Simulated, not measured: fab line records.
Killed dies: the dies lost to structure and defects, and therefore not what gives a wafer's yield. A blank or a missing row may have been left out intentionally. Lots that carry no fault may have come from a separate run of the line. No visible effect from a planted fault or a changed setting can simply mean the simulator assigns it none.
Which tool did it?    flow rit_cmos    14 lots, 42 wafers sampled, at 2 steps of a route of 202

WHAT THE GAUGES SHOWED, per wafer
The record holds no reading of a measuring or inspecting step that can be judged against a usual standard deviation.

TOOL THAT RAN EACH LOT (tool first, then ch and the chambers of the sampled wafers, then the start)
lot   RIT_NWELL_COAT_01                 RIT_M1_PROBE_99
L135  litho_track-04 ch 0, day 1 19:51  -
L137  litho_track-01 ch 0, day 2 05:27  -
L138  litho_track-01 ch 0, day 2 10:40  prober-01, day 4 00:52
L139  litho_track-03 ch 0, day 2 16:40  prober-02, day 4 06:18
L142  litho_track-03 ch 0, day 3 07:58  -
L143  litho_track-03 ch 0, day 3 11:40  prober-01, day 5 02:54
L144  litho_track-04 ch 0, day 3 18:55  -
L145  litho_track-03 ch 0, day 4 00:01  prober-01, day 5 13:12
L146  litho_track-01 ch 0, day 4 04:37  -
L147  litho_track-01 ch 0, day 4 12:36  -
L148  litho_track-01 ch 0, day 4 15:14  -
L151  litho_track-01 ch 0, day 5 04:28  -
L155  litho_track-04 ch 0, day 6 00:09  -
L158  litho_track-04 ch 0, day 6 14:34  -
- RIT_NWELL_COAT_01: resist thk 1300 nm.
- RIT_M1_PROBE_99

WHAT THE TOOLS THEMSELVES READ (means of the sampled wafers that have a number; where no wafer has one, the mark that the record gives instead)
RIT_NWELL_COAT_01. Usual: spin_speed_rpm reads 1999.9 rpm (standard deviation 1.3).
lot   tool            spin_speed_rpm (rpm)  flag
L135  litho_track-04  2000.6                
L137  litho_track-01  1998.9                
L138  litho_track-01  1999.7                
L139  litho_track-03  2001.9                
L142  litho_track-03  1999.5                
L143  litho_track-03  1999.6                
L144  litho_track-04  1999.3                
L145  litho_track-03  2000.6                
L146  litho_track-01  2000.0                
L147  litho_track-01  1999.1                
L148  litho_track-01  1889.0                OFF
L151  litho_track-01  1887.1                OFF
L155  litho_track-04  1999.7                
L158  litho_track-04  1998.9                

RIT_M1_PROBE_99. Usual: for killed_at_M0_to_M3, 0.0 with a standard deviation of 0.18; for killed_at_contacts, 0.1 with a standard deviation of 0.38; for killed_at_front_end, 6.9 with a standard deviation of 2.9; for killed_dies, 7.1 with a standard deviation of 3; for killed_on_rim, 2.0 with a standard deviation of 1.4; for killed_open, 3.5 with a standard deviation of 2.1; for killed_short, 3.5 with a standard deviation of 2.
lot   tool       killed_at_M0_to_M3  killed_at_contacts  killed_at_front_end  killed_dies  killed_on_rim  killed_open  killed_short  flag
L138  prober-01  0.3                 0.3                 7.0                  7.7          1.7            2.3          5.3           
L139  prober-02  0.0                 0.0                 5.0                  5.0          0.7            2.0          3.0           
L143  prober-01  0.0                 0.0                 8.0                  8.0          2.0            3.7          4.3           
L145  prober-01  0.0                 0.3                 6.7                  7.0          1.7            4.7          2.3           

THE ANSWER, worked out from the rows above alone
Rule: lot off if the mean of its wafers having a number is beyond 3 standard deviations from the usual mean. Also off: a lot with no number at a reading for which 4 or more lots have one. Where the step has rows for the other lots, those lots are counted as sound. First the gauges in route order, then the tools' own readings, where a lot's mean is used as printed above. The first step at which some lot is off is used, and at that step the reading that is off furthest; a lot without a number counts as furthest.
Off: L148, L151 (RIT_NWELL_COAT_01, spin_speed_rpm).
If a tool, at that step or one of the process steps before it, ran each lot that is off and ran no sound lot following the first of them, it fits. One fits: RIT_NWELL_COAT_01 on litho_track-01. A fault onset in the window from L147 (day 4 12:36, its last sound lot) to L148 (day 4 15:14, its first lot off) fits.
The tool's own readings at RIT_NWELL_COAT_01 bear it out: on the lots that are off they differ by more than 5 times the standard deviation of the sound lots' means. spin_speed_rpm reads 1888.0 rpm there against 1999.8 rpm on the sound lots.

WHAT THE SIMULATOR HAD INSERTED
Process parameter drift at RIT_NWELL_COAT_01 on litho_track-01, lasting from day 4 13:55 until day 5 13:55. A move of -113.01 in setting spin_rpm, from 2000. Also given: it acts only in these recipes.
Lots struck among those shown: L148, L151. The same result came from the rule above.
